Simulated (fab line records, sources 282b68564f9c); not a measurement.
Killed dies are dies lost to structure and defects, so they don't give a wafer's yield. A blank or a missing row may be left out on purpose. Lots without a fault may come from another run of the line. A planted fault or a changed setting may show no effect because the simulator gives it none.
A struck lot beside a sound one | flow rit_cmos | 30 steps out of a route of 202
Sound: wafers L275.1, L275.2, L275.6. Struck: wafers L272.3, L272.4, L272.5. The cause comes at the end.
At each step with rows: each side's tool, then ch and its chambers, then its first start. Under that, the readings that differ: sound wafers | struck wafers | difference of the means | sigmas: that difference in standard deviations of wafers without a fault.
alike: readings whose means differ by less than 2 such deviations, and words and numbers that are the same on both sides. not compared: withheld readings, readings that some wafer has no value for, bounds like >300 that may hide the same value, and numbers for which the record gives no deviation and whose values overlap.
The two part at a step that has a row with sigmas, a row that says differs or no value, or rows on one side only. Numbers that don't overlap but have no deviation are shown without sigmas and don't part them. A reading that every wafer of one side lacks parts them only if that side has two wafers or more.

RIT_FOX2_THK_MEAS_01:
  sound on film_metro-04, day 4 13:49; struck on film_metro-03, day 3 22:52
  alike: FOX2_OXIDE_THK
then, 2 steps without rows for these wafers: RIT_FOX2_CLEAN_02 (cleans in dHF, time 180 s); RIT_FOX2_WET_ETCH_03 (etches Si3N4 in H3PO4, target depth 195 nm, time 2700 s).
RIT_FOX2_THK_MEAS_90:
  sound on film_metro-01, day 4 14:41; struck on film_metro-01, day 3 23:49
  alike: FIELD_OXIDE_LEFT_1_THK
then, 6 steps without rows for these wafers: RIT_NWELL_HMDS_00 (prime time 60 s); RIT_NWELL_COAT_01 (resist thk 1300 nm); RIT_NWELL_SOFTBAKE_02 (time 60 s); RIT_NWELL_EXPOSE_03 (exposes mask M2, target cd 43900 nm); RIT_NWELL_PEB_04; RIT_NWELL_DEVELOP_05 (develop time 68 s).
RIT_NWELL_OVL_MEAS_06:
  sound on overlay-01, day 4 15:46; struck on overlay-02, day 4 00:44
  alike: NWELL_OVL
then, 1 step without rows for these wafers: RIT_NWELL_HARDBAKE_07 (time 120 s).
RIT_NWELL_IMPLANT_08:
  sound on implanter-03 ch 0, day 4 16:02; struck on implanter-03 ch 0, day 4 01:33
RIT_NWELL_STRIP_09: strips in O2, time 180 s.
  sound on plasma_asher-03 ch 0,1, day 4 16:11; struck on plasma_asher-01 ch 0,1, day 4 01:44
  alike: drypump_motor_current_A, o2_flow_sccm
  not compared: rf_hours_counter_h
RIT_NWELL_TW_MEAS_10:
  sound on film_metro-04, day 4 16:22; struck on film_metro-01, day 4 01:53
  reading  | sound          | struck         | difference | sigmas
  NWELL_TW | 2139 2163 2153 | 2643 2638 2624 | +483       | +17
then, 6 steps without rows for these wafers: RIT_PWELL_HMDS_00 (prime time 60 s); RIT_PWELL_COAT_01 (resist thk 1300 nm); RIT_PWELL_SOFTBAKE_02 (time 60 s); RIT_PWELL_EXPOSE_03 (exposes mask M3, target cd 43700 nm); RIT_PWELL_PEB_04; RIT_PWELL_DEVELOP_05 (develop time 68 s).
RIT_PWELL_OVL_MEAS_06:
  sound on overlay-01, day 4 17:34; struck on overlay-01, day 4 02:52
  alike: PWELL_OVL
then, 2 steps without rows for these wafers: RIT_PWELL_HARDBAKE_07 (time 120 s); RIT_PWELL_IMPLANT_08.
RIT_PWELL_STRIP_09: strips in O2, time 180 s.
  sound on plasma_asher-01 ch 0,1, day 4 18:00; struck on plasma_asher-01 ch 0,1, day 4 03:20
  alike: drypump_motor_current_A, o2_flow_sccm
  not compared: rf_hours_counter_h
RIT_PWELL_TW_MEAS_10:
  sound on film_metro-01, day 4 18:11; struck on film_metro-04, day 4 03:29
  alike: PWELL_TW
then, 1 step without rows for these wafers: RIT_WELLDRIVE_ANNEAL_00 (time 14700 s).
RIT_WELLDRIVE_RS_MEAS_01: measures by four-point-probe.
  sound on film_metro-01, day 4 23:22; struck on film_metro-02, day 4 09:17
  reading           | sound             | struck            | difference | sigmas
  NWELL_RS (ohm/sq) | 276.1 274.5 275.0 | 181.7 182.4 182.3 | -93.1      | -99 or more
RIT_WELLDRIVE_RS_MEAS_02: measures by four-point-probe.
  sound on film_metro-01, day 4 23:29; struck on film_metro-02, day 4 09:24
  alike: PWELL_RS
RIT_M1_PROBE_99:
  sound on prober-01, day 6 05:57; struck on prober-02, day 5 16:23
  alike: killed_at_front_end, killed_dies, killed_open, killed_short

WHERE THEY PART
First at RIT_NWELL_TW_MEAS_10; last, within this record, at RIT_WELLDRIVE_RS_MEAS_01. Later steps at which nothing parts them and some readings are alike: RIT_WELLDRIVE_RS_MEAS_02, RIT_M1_PROBE_99.

WHY: what the simulator had put in
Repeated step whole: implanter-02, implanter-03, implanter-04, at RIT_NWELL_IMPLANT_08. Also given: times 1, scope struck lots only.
